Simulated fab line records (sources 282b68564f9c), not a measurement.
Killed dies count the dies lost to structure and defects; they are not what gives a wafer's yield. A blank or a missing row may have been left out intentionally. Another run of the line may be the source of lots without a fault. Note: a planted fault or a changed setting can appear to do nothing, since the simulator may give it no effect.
Check of tool commonality / flow ritCmos / 15 lots, 45 wafers sampled

WHY IT WAS OPENED
Flagged at RIT_GATE_CD_MEAS_16: reading cdNm, on 3 of 15 lots. Wafers without a fault read 150.9 nm, standard deviation 2.5.
Rule: a lot gets a flag if all its wafers with a number sit over 4 standard deviations from that mean, or if no wafer of it has a number. The other lots count as sound.

lot=L350; measured=day 2 18:52; on=cdSem-02; cdNm (nm), wafer by wafer=149.9 151.4 151.5; flag=
lot=L352; measured=day 3 06:55; on=cdSem-02; cdNm (nm), wafer by wafer=149.0 146.1 147.3; flag=
lot=L353; measured=day 3 10:06; on=cdSem-01; cdNm (nm), wafer by wafer=156.7 153.2 154.7; flag=
lot=L354; measured=day 3 15:02; on=cdSem-01; cdNm (nm), wafer by wafer=151.8 150.3 150.6; flag=
lot=L357; measured=day 4 05:00; on=cdSem-01; cdNm (nm), wafer by wafer=145.0 149.0 148.0; flag=
lot=L358; measured=day 4 09:49; on=cdSem-01; cdNm (nm), wafer by wafer=152.0 151.6 150.1; flag=
lot=L361; measured=day 5 01:25; on=cdSem-02; cdNm (nm), wafer by wafer=148.8 151.5 151.0; flag=
lot=L362; measured=day 5 05:05; on=cdSem-01; cdNm (nm), wafer by wafer=146.4 149.9 148.1; flag=
lot=L363; measured=day 5 11:33; on=cdSem-02; cdNm (nm), wafer by wafer=156.2 154.2 155.9; flag=
lot=L364; measured=day 5 16:28; on=cdSem-01; cdNm (nm), wafer by wafer=152.1 152.0 150.7; flag=
lot=L365; measured=day 5 20:57; on=cdSem-01; cdNm (nm), wafer by wafer=157.8 153.4 155.7; flag=
lot=L366; measured=day 6 01:07; on=cdSem-01; cdNm (nm), wafer by wafer=152.5 151.5 148.9; flag=
lot=L369; measured=day 6 17:11; on=cdSem-01; cdNm (nm), wafer by wafer=201.5 201.5 200.6; flag=FLAGGED
lot=L370; measured=day 6 21:06; on=cdSem-01; cdNm (nm), wafer by wafer=193.6 194.8 195.6; flag=FLAGGED
lot=L371; measured=day 7 02:39; on=cdSem-01; cdNm (nm), wafer by wafer=181.2 184.6 184.5; flag=FLAGGED
Average over the flagged lots: 193.1 nm; offset from the usual +42.2 nm, equal to +17 standard deviations.

EACH LOT AND THE TOOL IT RAN ON
The record holds 1 process step before the reading, out of a route of 202 steps. Every cell lists first the tool, next ch and the chambers used by the sampled wafers, and last the start.
lot=L350; flag=; RIT_GATE_EXPOSE_13=ilineStepper-02 ch 0, day 2 18:28
lot=L352; flag=; RIT_GATE_EXPOSE_13=ilineStepper-02 ch 0, day 3 06:31
lot=L353; flag=; RIT_GATE_EXPOSE_13=ilineStepper-01 ch 0, day 3 09:41
lot=L354; flag=; RIT_GATE_EXPOSE_13=ilineStepper-02 ch 0, day 3 14:38
lot=L357; flag=; RIT_GATE_EXPOSE_13=ilineStepper-01 ch 0, day 4 04:36
lot=L358; flag=; RIT_GATE_EXPOSE_13=ilineStepper-02 ch 0, day 4 09:25
lot=L361; flag=; RIT_GATE_EXPOSE_13=ilineStepper-02 ch 0, day 5 01:01
lot=L362; flag=; RIT_GATE_EXPOSE_13=ilineStepper-01 ch 0, day 5 04:41
lot=L363; flag=; RIT_GATE_EXPOSE_13=ilineStepper-02 ch 0, day 5 11:08
lot=L364; flag=; RIT_GATE_EXPOSE_13=ilineStepper-01 ch 0, day 5 16:03
lot=L365; flag=; RIT_GATE_EXPOSE_13=ilineStepper-01 ch 0, day 5 20:33
lot=L366; flag=; RIT_GATE_EXPOSE_13=ilineStepper-02 ch 0, day 6 00:43
lot=L369; flag=FLAGGED; RIT_GATE_EXPOSE_13=ilineStepper-02 ch 0, day 6 16:47
lot=L370; flag=FLAGGED; RIT_GATE_EXPOSE_13=ilineStepper-02 ch 0, day 6 20:42
lot=L371; flag=FLAGGED; RIT_GATE_EXPOSE_13=ilineStepper-02 ch 0, day 7 02:15
These steps, and what they do:
- RIT_GATE_EXPOSE_13: exposes mask M6, target cd 150 nm.
- RIT_GATE_CD_MEAS_16: target cd 150 nm.

FLAGGED OVER TOTAL, TOOL BY TOOL (the gauges that took the reading come last)
step=RIT_GATE_EXPOSE_13; tool=ilineStepper-01; lots run=5; flagged=0; share of the flagged lots=none; sound lots run after its first flagged lot=-
step=RIT_GATE_EXPOSE_13; tool=ilineStepper-02; lots run=10; flagged=3; share of the flagged lots=all; sound lots run after its first flagged lot=0
step=RIT_GATE_CD_MEAS_16; tool=cdSem-01; lots run=11; flagged=3; share of the flagged lots=all; sound lots run after its first flagged lot=0
step=RIT_GATE_CD_MEAS_16; tool=cdSem-02; lots run=4; flagged=0; share of the flagged lots=none; sound lots run after its first flagged lot=-

WHAT IS ALLOWED BY THE TABLE
Table rows that saw every flagged lot: 2, namely ilineStepper-02 at RIT_GATE_EXPOSE_13 and cdSem-01 at RIT_GATE_CD_MEAS_16.
- ilineStepper-02 at RIT_GATE_EXPOSE_13: 3 of its 10 lots flagged. It ran its last sound lot, L366, at day 6 00:43 and its first flagged lot, L369, at day 6 16:47: a fault with its onset between the two fits. Its own readings (exposureDoseMJCm2) fall more than 4 standard deviations out on all wafers of the flagged lots.
- cdSem-01 at RIT_GATE_CD_MEAS_16: 3 of its 11 lots flagged. It ran its last sound lot, L366, at day 6 01:07 and its first flagged lot, L369, at day 6 17:11: a fault with its onset between the two fits.
Counting lots can't tell these 2 tools apart, because each fits a fault that began at some hour. More lots, or a look at what each step does to the wafer, might.

WHAT WAS PUT IN BY THE SIMULATOR
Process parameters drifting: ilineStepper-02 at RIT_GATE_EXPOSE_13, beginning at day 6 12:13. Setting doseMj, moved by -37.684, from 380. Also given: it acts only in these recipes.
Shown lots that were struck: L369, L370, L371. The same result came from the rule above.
